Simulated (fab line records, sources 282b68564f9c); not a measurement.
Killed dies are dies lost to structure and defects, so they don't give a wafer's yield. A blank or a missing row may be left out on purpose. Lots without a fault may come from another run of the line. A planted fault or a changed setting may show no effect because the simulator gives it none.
A struck lot beside a sound one | flow rit_cmos | 23 steps out of a route of 202
Sound: wafers L751.2, L751.3, L751.5. Struck: wafers L756.1, L756.3, L756.6. The cause comes at the end.
At each step with rows: each side's tool, then ch and its chambers, then its first start. Under that, the readings that differ: sound wafers | struck wafers | difference of the means | sigmas: that difference in standard deviations of wafers without a fault.
alike: readings whose means differ by less than 2 such deviations, and words and numbers that are the same on both sides. not compared: withheld readings, readings that some wafer has no value for, bounds like >300 that may hide the same value, and numbers for which the record gives no deviation and whose values overlap.
The two part at a step that has a row with sigmas, a row that says differs or no value, or rows on one side only. Numbers that don't overlap but have no deviation are shown without sigmas and don't part them. A reading that every wafer of one side lacks parts them only if that side has two wafers or more.

RIT_SDANNEAL_RS_MEAS_06: measures by four-point-probe.
  sound on film_metro-01, day 4 18:43; struck on film_metro-03, day 5 18:52
  alike: PLDD_RS
RIT_SDANNEAL_RS_MEAS_07: measures by four-point-probe.
  sound on film_metro-01, day 4 18:50; struck on film_metro-03, day 5 18:59
  alike: NLDD_RS
then, 1 step without rows for these wafers: RIT_SILICIDE_WET_ETCH_00 (etches SiO2 in BOE, target depth 14 nm, time 15 s).
RIT_SILICIDE_SPUTTER_01: material Ti, target thk 30 nm, time 240 s.
  sound on pvd_sputter-03, day 4 18:57; struck on pvd_sputter-04, day 5 19:07
  alike: throttle_valve_pct
RIT_SILICIDE_RS_MEAS_02: measures by four-point-probe.
  sound on film_metro-03, day 4 19:07; struck on film_metro-01, day 5 19:16
  alike: SILICIDE_TI_RS
RIT_SILICIDE_THK_MEAS_03: measures by xrf.
  sound on film_metro-03, day 4 19:14; struck on film_metro-01, day 5 19:23
  alike: SILICIDE_TI_THK
RIT_SILICIDE_RTA_04: time 10 s, ramp up 5 s, ramp down 5 s.
  sound on rtp_anneal-02 ch 0, day 4 19:17; struck on rtp_anneal-01 ch 0, day 5 19:27
  alike: anneal_temp_c_max, wafer_temp_C_max
then, 1 step without rows for these wafers: RIT_SILICIDE_WET_ETCH_05 (etches Ti in SPM, time 120 s).
RIT_SILICIDE_RTA_06: time 10 s, ramp up 5 s, ramp down 10 s.
  sound on rtp_anneal-01 ch 0, day 4 19:24; struck on rtp_anneal-02 ch 0, day 5 19:33
  alike: anneal_temp_c_max, wafer_temp_C_max
RIT_CONTACT_CVD_00: deposits SiO2 from TEOS, target thk 400 nm, time 61 s.
  sound on pecvd-01 ch 0,1,2, day 4 19:27; struck on pecvd-02 ch 0,2, day 5 19:37
  reading            | sound       | struck      | difference | sigmas
  heater_power_w (W) | 260 234 269 | 380 319 380 | +105       | +2
RIT_CONTACT_THK_MEAS_01:
  sound on film_metro-01, day 4 19:31; struck on film_metro-02, day 5 19:40
  alike: CONTACT_TEOS_THK
then, 1 step without rows for these wafers: RIT_CONTACT_HMDS_02 (prime time 60 s).
RIT_CONTACT_COAT_03: resist thk 1000 nm.
  sound on litho_track-04 ch 0, day 4 19:44; struck on litho_track-04 ch 0, day 5 19:53
  reading                                      | sound           | struck          | difference | sigmas
  model.NOVOLAK_of_CONTACT_COAT_03.thk_nm (nm) | 1004 1002 999.8 | 985.7 985.9 986 | -16.1      |
  alike: spin_speed_rpm
then, 4 steps without rows for these wafers: RIT_CONTACT_SOFTBAKE_04 (time 60 s); RIT_CONTACT_EXPOSE_05 (exposes mask M11, target cd 1000 nm); RIT_CONTACT_PEB_06; RIT_CONTACT_DEVELOP_07 (develop time 120 s).
RIT_CONTACT_CD_MEAS_08: target cd 1000 nm.
  sound on cd_sem-02, day 4 20:33; struck on cd_sem-02, day 5 20:50
  alike: cd_nm
RIT_CONTACT_OVL_MEAS_09:
  sound on overlay-02, day 4 20:40; struck on overlay-01, day 5 20:58
  alike: CONTACT_OVL
then, 1 step without rows for these wafers: RIT_CONTACT_HARDBAKE_10 (time 60 s).
RIT_CONTACT_ETCH_11: etches SiO2 in CHF3/CF4/Ar, stops on TiSi2, target depth 480 nm, time 320 s.
  sound on rie_diel-01 ch 0,2, day 4 20:50; struck on rie_diel-04 ch 1,2,3, day 5 21:15
  reading                                      | sound             | struck          | difference | sigmas
  model.NOVOLAK_of_CONTACT_COAT_03.thk_nm (nm) | 775.1 773.5 772.8 | 751 755.7 753.8 | -20        |
  alike: CHF3_flow_sccm, drypump_motor_current_A, oes_product_au, throttle_valve_pct
  not compared: rf_hours_counter_h
RIT_CONTACT_STRIP_12: strips in O2, time 180 s.
  sound on plasma_asher-01 ch 0, day 4 21:02; struck on plasma_asher-01 ch 1, day 5 21:27
  alike: drypump_motor_current_A
  not compared: rf_hours_counter_h
RIT_M1_PROBE_99:
  the record has rows for the struck wafers here (prober-02, day 6 02:16) and none for the sound ones

WHERE THEY PART
First at RIT_CONTACT_CVD_00; last, within this record, at RIT_M1_PROBE_99.

WHY: what the simulator had put in
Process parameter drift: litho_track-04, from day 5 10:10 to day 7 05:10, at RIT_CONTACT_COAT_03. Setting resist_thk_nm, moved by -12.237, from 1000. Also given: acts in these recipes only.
